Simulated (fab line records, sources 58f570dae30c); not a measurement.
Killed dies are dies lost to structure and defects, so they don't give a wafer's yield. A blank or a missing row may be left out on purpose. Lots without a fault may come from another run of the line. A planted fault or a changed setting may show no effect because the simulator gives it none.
Which tool did it? | flow berkeley_cmos170 | 13 lots, 39 wafers sampled, at 5 steps of a route of 331

WHAT THE GAUGES READ, wafer by wafer
UCB170_PWELL_THK_MEAS_06.
lot  | measured    | on            | PWELL_NITRIDE_THK (nm)
L283 | day 2 19:31 | film_metro-03 | 218.2 217.7 216.5
L284 | day 3 02:44 | film_metro-01 | 218.1 216.6 216.5
L285 | day 3 07:55 | film_metro-04 | 222.1 222.0 222.1
L287 | day 3 19:00 | film_metro-01 | 220.8 219.2 222.2
L289 | day 4 09:44 | film_metro-01 | 221.0 221.1 219.8
L290 | day 4 17:25 | film_metro-04 | 217.5 217.9 218.1
L292 | day 4 17:26 | film_metro-03 | 217.1 217.4 217.5
L298 | day 6 08:14 | film_metro-01 | 215.8 214.3 214.5
L300 | day 6 13:10 | film_metro-04 | 217.3 219.0 217.1
L302 | day 6 21:47 | film_metro-01 | 213.8 215.4 213.3
L304 | day 7 09:35 | film_metro-03 | 216.1 216.8 217.3
L305 | day 7 17:05 | film_metro-03 | 222.0 221.1 222.0
L306 | day 7 17:06 | film_metro-01 | 222.8 224.1 224.5

UCB170_ACTIVE_THK_MEAS_03.
lot  | measured    | on            | ACTIVE_OXIDE_THK (nm)
L283 | day 3 18:52 | film_metro-02 | 26.4 26.7 26.6
L284 | day 4 03:08 | film_metro-02 | 26.2 25.7 26.1
L285 | day 4 03:10 | film_metro-03 | 27.4 27.2 27.3
L287 | day 4 14:13 | film_metro-01 | 26.5 26.5 26.8
L289 | day 5 06:41 | film_metro-03 | 26.8 26.4 26.5
L290 | day 5 15:42 | film_metro-01 | 26.4 26.2 26.2
L292 | day 5 15:40 | film_metro-02 | 26.7 26.4 25.9
L298 | day 7 06:56 | film_metro-01 | 25.7 26.2 26.2
L300 | day 7 06:58 | film_metro-02 | 26.3 26.6 26.2
L302 | day 7 16:23 | film_metro-01 | 25.5 25.3 25.6
L304 | day 8 05:18 | film_metro-01 | 25.7 26.2 26.2
L305 | day 8 12:13 | film_metro-01 | 26.0 26.2 26.0
L306 | day 8 12:17 | film_metro-01 | 26.0 25.3 25.8

UCB170_ACTIVE_CD_MEAS_13: target cd 1200 nm.
lot  | measured    | on        | cd_nm (nm)
L283 | day 4 03:31 | cd_sem-01 | 1201.8 1201.5 1202.6
L284 | day 4 12:45 | cd_sem-02 | 1198.9 1196.3 1197.1
L285 | day 4 12:55 | cd_sem-01 | 1197.8 1197.2 1198.5
L287 | day 4 21:28 | cd_sem-02 | 1200.1 1199.2 1199.5
L289 | day 5 12:15 | cd_sem-02 | 1184.5 1185.2 1185.0
L290 | day 6 03:27 | cd_sem-01 | 1185.8 1185.2 1187.5
L292 | day 6 02:40 | cd_sem-01 | 1200.3 1200.9 1199.0
L298 | day 7 14:01 | cd_sem-02 | 1199.1 1197.7 1198.5
L300 | day 7 13:51 | cd_sem-02 | 1200.8 1200.6 1200.0
L302 | day 8 00:53 | cd_sem-01 | 1202.0 1201.4 1201.9
L304 | day 8 13:46 | cd_sem-01 | 1199.6 1199.6 1199.4
L305 | day 8 21:56 | cd_sem-02 | 1200.9 1201.4 1201.1
L306 | day 8 22:41 | cd_sem-02 | 1199.1 1200.3 1199.2

WHICH TOOL RAN EACH LOT (tool, then ch and the chambers of the sampled wafers, then the start)
lot  | UCB170_PWELL_STRIP_16               | UCB170_ACTIVE_SOFTBAKE_09
L283 | plasma_asher-01 ch 0,1, day 2 20:57 | litho_track-03 ch 0, day 4 02:58
L284 | plasma_asher-03 ch 0,1, day 3 04:16 | litho_track-03 ch 0, day 4 12:01
L285 | plasma_asher-02 ch 0,1, day 3 09:14 | litho_track-04 ch 0, day 4 12:07
L287 | plasma_asher-02 ch 0,1, day 3 20:11 | litho_track-04 ch 0, day 4 20:41
L289 | plasma_asher-03 ch 0,1, day 4 11:05 | litho_track-04 ch 0, day 5 11:22
L290 | plasma_asher-03 ch 0,1, day 4 18:46 | litho_track-04 ch 0, day 6 01:58
L292 | plasma_asher-03 ch 0,1, day 4 19:10 | litho_track-03 ch 0, day 6 01:41
L298 | plasma_asher-02 ch 1, day 6 09:25   | litho_track-02 ch 0, day 7 13:10
L300 | plasma_asher-02 ch 0,1, day 6 14:37 | litho_track-03 ch 0, day 7 13:09
L302 | plasma_asher-01 ch 0,1, day 6 23:41 | litho_track-02 ch 0, day 8 00:13
L304 | plasma_asher-01 ch 0,1, day 7 11:32 | litho_track-03 ch 0, day 8 13:05
L305 | plasma_asher-03 ch 0,1, day 7 19:14 | litho_track-03 ch 0, day 8 21:16
L306 | plasma_asher-01 ch 0,1, day 7 18:58 | litho_track-02 ch 0, day 8 21:29
- UCB170_PWELL_STRIP_16: strips in O2.
- UCB170_ACTIVE_SOFTBAKE_09: time 60 s.

WHAT THE TOOLS THEMSELVES READ (means of the sampled wafers that have a number; where no wafer has one, the mark that the record gives instead)
UCB170_PWELL_STRIP_16.
lot  | tool            | drypump_motor_current_A (A) | oes_product_au (a.u.) | strip_time_to_endpoint_s (s)
L283 | plasma_asher-01 | 5.2                         | 0.716                 | 18.03
L284 | plasma_asher-03 | 5.4                         | 0.723                 | 18.08
L285 | plasma_asher-02 | 5.3                         | 0.723                 | 18.13
L287 | plasma_asher-02 | 5.4                         | 0.724                 | 18.06
L289 | plasma_asher-03 | 5.7                         | 0.719                 | 18.07
L290 | plasma_asher-03 | 5.7                         | 0.722                 | 18.15
L292 | plasma_asher-03 | 5.7                         | 0.716                 | 18.12
L298 | plasma_asher-02 | 5.3                         | 0.716                 | 18.07
L300 | plasma_asher-02 | 5.3                         | 0.716                 | 18.11
L302 | plasma_asher-01 | 5.5                         | 0.720                 | 18.07
L304 | plasma_asher-01 | 5.2                         | 0.725                 | 18.09
L305 | plasma_asher-03 | 5.7                         | 0.719                 | 18.08
L306 | plasma_asher-01 | 5.5                         | 0.717                 | 18.11

UCB170_ACTIVE_SOFTBAKE_09.
lot  | tool           | heater_power_total_W (W) | plate_temp_C (C)
L283 | litho_track-03 | 56.80                    | 130.30
L284 | litho_track-03 | 56.81                    | 130.04
L285 | litho_track-04 | 56.79                    | 130.14
L287 | litho_track-04 | 56.81                    | 130.08
L289 | litho_track-04 | 59.16                    | 134.16
L290 | litho_track-04 | 59.18                    | 134.11
L292 | litho_track-03 | 56.81                    | 129.70
L298 | litho_track-02 | 56.84                    | 130.11
L300 | litho_track-03 | 56.81                    | 129.97
L302 | litho_track-02 | 56.77                    | 129.90
L304 | litho_track-03 | 56.76                    | 130.02
L305 | litho_track-03 | 56.77                    | 130.15
L306 | litho_track-02 | 56.76                    | 130.11

THE ANSWER, worked out from the rows above alone
Rule: what is usual is taken from the lots themselves. Put in order of their means at a reading, lots are off if they are a third of the lots or fewer, leave a main group of 4 or more, and stand apart from it by a gap of 3 or more times the standard deviation of the main group's means; of several such gaps the widest counts. A main group whose means are all the same, to the digits that the tables above print for the reading, isn't used. A lot without any number at a reading at which 4 lots or more have one is off too. The other lots that the step has rows for count as sound. The gauges are gone through in route order, then the tools' own readings, and for those a lot's mean is taken as printed above. The first step at which some lot is off is used, and at that step the reading that is off furthest; a lot without a number counts as furthest.
Off: L289, L290, at UCB170_ACTIVE_CD_MEAS_13 (cd_nm). The main group: mean 1199.8 nm, standard deviation 1.4.
A tool fits if, at a process step before that reading, it ran every lot that is off, and no sound lot after the first of them. The gauges at UCB170_ACTIVE_CD_MEAS_13 aren't tried: what is off there is off at UCB170_ACTIVE_SOFTBAKE_09 too, on other tools, and a gauge's error can't cause that. One fits: litho_track-04 at UCB170_ACTIVE_SOFTBAKE_09. Its last sound lot is L287 (day 4 20:41), its first lot that is off L289 (day 5 11:22): a fault that began between those two fits.
The tool's own readings at UCB170_ACTIVE_SOFTBAKE_09 bear it out: on the lots that are off they differ by more than 5 times the standard deviation of the sound lots' means. heater_power_total_W reads 59.17 W there against 56.79 W on the sound lots; plate_temp_C reads 134.13 C there against 130.05 C on the sound lots.

WHAT THE SIMULATOR HAD PUT IN
Process parameter drift: litho_track-04, from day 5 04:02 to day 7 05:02, at UCB170_ACTIVE_SOFTBAKE_09. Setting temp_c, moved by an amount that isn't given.
Lots struck among those shown: L289, L290. The rule above found the same.
